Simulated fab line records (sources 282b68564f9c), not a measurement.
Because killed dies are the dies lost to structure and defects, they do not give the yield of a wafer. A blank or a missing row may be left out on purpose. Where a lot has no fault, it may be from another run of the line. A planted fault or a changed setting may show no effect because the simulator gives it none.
A struck lot beside a sound one ; flow rit_cmos ; 42 steps out of a route of 202
Sound: the wafers L806.2, L806.4, L806.6. Struck: wafer L815.1. (L815.2, L815.3 of the same lot were not struck and are left out.) The cause comes at the end.
Each step with rows lists, per side, the tool, then ch with its chambers, then its first start. Under that, the readings that differ: sound wafers ; struck wafers ; difference of the means ; sigmas: that difference in standard deviations of wafers without a fault.
alike: a reading whose means differ by less than 2 such deviations, as well as words and numbers matching on both sides. not compared: withheld readings; readings where some wafer has no value; bounds like >300 that might hide an equal value; numbers whose values overlap and for which the record gives no deviation.
The two part at a step that has a row with sigmas, a row that says differs or no value, or rows on one side only. Non-overlapping numbers with no deviation appear without sigmas and do not part them. Lack of a reading on every wafer of one side parts them only where that side has two or more wafers.

RIT_SDANNEAL_RTA_03: time 5 s.
  sound on rtp_anneal-01 ch 0, day 3 12:28; struck on rtp_anneal-02 ch 0, day 5 08:46
  alike: wafer_temp_C_max
RIT_SDANNEAL_RS_MEAS_04: measurement is done with a four-point probe.
  sound: film_metro-02 at day 3 12:31; struck: film_metro-04 at day 5 08:50
  alike: PSD_RS
RIT_SDANNEAL_RS_MEAS_05: measurement is done with a four-point probe.
  sound: film_metro-02 at day 3 12:38; struck: film_metro-04 at day 5 08:57
  alike: NSD_RS
RIT_SDANNEAL_RS_MEAS_06: measurement is done with a four-point probe.
  sound: film_metro-02 at day 3 12:46; struck: film_metro-04 at day 5 09:04
  alike: PLDD_RS
RIT_SDANNEAL_RS_MEAS_07: measurement is done with a four-point probe.
  sound: film_metro-02 at day 3 12:53; struck: film_metro-04 at day 5 09:11
  alike: NLDD_RS
then, 2 steps without rows for these wafers: RIT_SILICIDE_WET_ETCH_00 (etches SiO2 in BOE, target depth 14 nm, time 15 s); RIT_SILICIDE_SPUTTER_01 (material Ti, target thk 30 nm, time 240 s).
RIT_SILICIDE_RS_MEAS_02: measurement is done with a four-point probe.
  sound: film_metro-01 at day 3 13:10; struck: film_metro-03 at day 5 09:28
reading;sound;struck;difference;sigmas
SILICIDE_TI_RS (ohm/sq);48.8 48.9 48.1;46.8;-1.8;-2
RIT_SILICIDE_THK_MEAS_03: measures by xrf.
  sound: film_metro-01 at day 3 13:17; struck: film_metro-03 at day 5 09:35
reading;sound;struck;difference;sigmas
SILICIDE_TI_THK (nm);29.3 29.3 29.8;30.7;+1.2;+3
RIT_SILICIDE_RTA_04: time 10 s, ramp up 5 s, ramp down 5 s.
  sound on rtp_anneal-02 ch 0, day 3 13:20; struck on rtp_anneal-01 ch 0, day 5 09:39
  alike: wafer_temp_C_max
then, 1 step without rows for these wafers: RIT_SILICIDE_WET_ETCH_05 (etches Ti in SPM, time 120 s).
RIT_SILICIDE_RTA_06: time 10 s, ramp up 5 s, ramp down 10 s.
  sound on rtp_anneal-01 ch 0, day 3 13:27; struck on rtp_anneal-02 ch 0, day 5 09:46
  alike: wafer_temp_C_max
RIT_CONTACT_CVD_00: deposits SiO2 from TEOS, target thk 400 nm, time 61 s.
  sound on pecvd-03 ch 0,1,2, day 3 13:30; struck on pecvd-03 ch 0, day 5 09:50
reading;sound;struck;difference;sigmas
run_length_s (s);89.3 89.7 88.7;95.0;+5.8;+13
model.SiO2_of_CONTACT_CVD_00.thk_nm (nm);391.9 400.4 400.2;438.4;+40.9;
  alike: heater_power_w
RIT_CONTACT_THK_MEAS_01:
  sound: film_metro-04 at day 3 13:34; struck: film_metro-01 at day 5 10:07
reading;sound;struck;difference;sigmas
CONTACT_TEOS_THK (nm);392 401 400;438;+40;+7
  not compared: hold
then, 5 steps without rows for these wafers: RIT_CONTACT_COAT_03 (resist thk 1000 nm); RIT_CONTACT_SOFTBAKE_04 (time 60 s); RIT_CONTACT_EXPOSE_05 (exposes mask M11, target cd 1000 nm); RIT_CONTACT_PEB_06; RIT_CONTACT_DEVELOP_07 (develop time 120 s).
RIT_CONTACT_CD_MEAS_08: target cd 1000 nm.
  sound: cd_sem-01 at day 3 14:43; struck: cd_sem-01 at day 5 12:36
  alike: cd_nm
RIT_CONTACT_OVL_MEAS_09:
  sound: overlay-02 at day 3 14:50; struck: overlay-01 at day 5 12:43
  alike: CONTACT_OVL
then, 1 step without rows for these wafers: RIT_CONTACT_HARDBAKE_10 (time 60 s).
RIT_CONTACT_ETCH_11: etches SiO2 in CHF3/CF4/Ar, stops on TiSi2, target depth 480 nm, time 320 s.
  sound on rie_diel-01 ch 1,2,3, day 3 15:01; struck on rie_diel-04 ch 1, day 5 13:02
reading;sound;struck;difference;sigmas
model.CONTACT.feature_depth_nm (nm);391.9 400.4 400.2;438.4;+40.9;
model.etch.depth_nm (nm);391.9 400.4 400.2;438.4;+40.9;
  alike: drypump_motor_current_A, oes_product_au, throttle_valve_pct
  not compared: rf_hours_counter_h
RIT_CONTACT_STRIP_12: strips in O2, time 180 s.
  sound on plasma_asher-03 ch 0,1, day 3 15:12; struck on plasma_asher-01 ch 1, day 5 13:13
  alike: drypump_motor_current_A
  not compared: rf_hours_counter_h
RIT_CONTACT_CD_MEAS_90: target cd 1000 nm.
  sound: cd_sem-02 at day 3 15:24; struck: cd_sem-01 at day 5 13:23
  alike: cd_nm
then, 2 steps without rows for these wafers: RIT_CONTACT_CLEAN_13 (cleans in SC1, time 600 s); RIT_CONTACT_CLEAN_14 (cleans in SC2, time 600 s).
RIT_M1_SPUTTER_00: material Al, target thk 400 nm, time 500 s.
  sound: pvd_sputter-04 at day 3 15:51; struck: pvd_sputter-04 at day 5 14:13
  alike: cathode_dc_power_W, throttle_valve_pct
RIT_M1_RS_MEAS_01: measurement is done with a four-point probe.
  sound: film_metro-02 at day 3 16:10; struck: film_metro-02 at day 5 14:31
  alike: M1_AL_RS
RIT_M1_THK_MEAS_02: measures by xrf.
  sound: film_metro-02 at day 3 16:16; struck: film_metro-02 at day 5 14:38
  alike: M1_AL_THK
then, 6 steps without rows for these wafers: RIT_M1_HMDS_03 (prime time 60 s); RIT_M1_COAT_04 (resist thk 1300 nm); RIT_M1_SOFTBAKE_05 (time 60 s); RIT_M1_EXPOSE_06 (exposes mask M12, target cd 2600 nm); RIT_M1_PEB_07; RIT_M1_DEVELOP_08 (develop time 68 s).
RIT_M1_CD_MEAS_09: target cd 2600 nm.
  sound: cd_sem-01 at day 3 17:28; struck: cd_sem-02 at day 5 16:11
  alike: cd_nm
RIT_M1_OVL_MEAS_10:
  sound: overlay-01 at day 3 17:35; struck: overlay-01 at day 5 16:19
  alike: M1_OVL
then, 1 step without rows for these wafers: RIT_M1_HARDBAKE_11 (time 120 s).
RIT_M1_METAL_ETCH_12: etches Al in Cl2/BCl3, stops on SiO2, time 165 s, target depth 600 nm.
  sound on rie_metal-01 ch 0,1, day 3 17:55; struck on rie_metal-01 ch 1, day 5 16:40
reading;sound;struck;difference;sigmas
model.SiO2_of_CONTACT_CVD_00.thk_nm (nm);356.1 363.2 362.9;402.9;+42.2;
  alike: drypump_motor_current_A, oes_product_au, throttle_valve_pct
  not compared: rf_hours_counter_h
then, 1 step without rows for these wafers: RIT_M1_STRIP_13 (strips in nmp, time 600 s).
RIT_M1_PROBE_99:
  sound: prober-01 at day 3 20:13; struck: prober-02 at day 5 18:57
reading;sound;struck;difference;sigmas
killed_open;10 4 7;3;-4;-2
  alike: killed_at_M0_to_M3, killed_at_contacts, killed_at_front_end, killed_dies, killed_short

== WHERE THEY PART ==
First at RIT_SILICIDE_RS_MEAS_02; last, within this record, at RIT_M1_PROBE_99.

WHY: what had been put in by the simulator
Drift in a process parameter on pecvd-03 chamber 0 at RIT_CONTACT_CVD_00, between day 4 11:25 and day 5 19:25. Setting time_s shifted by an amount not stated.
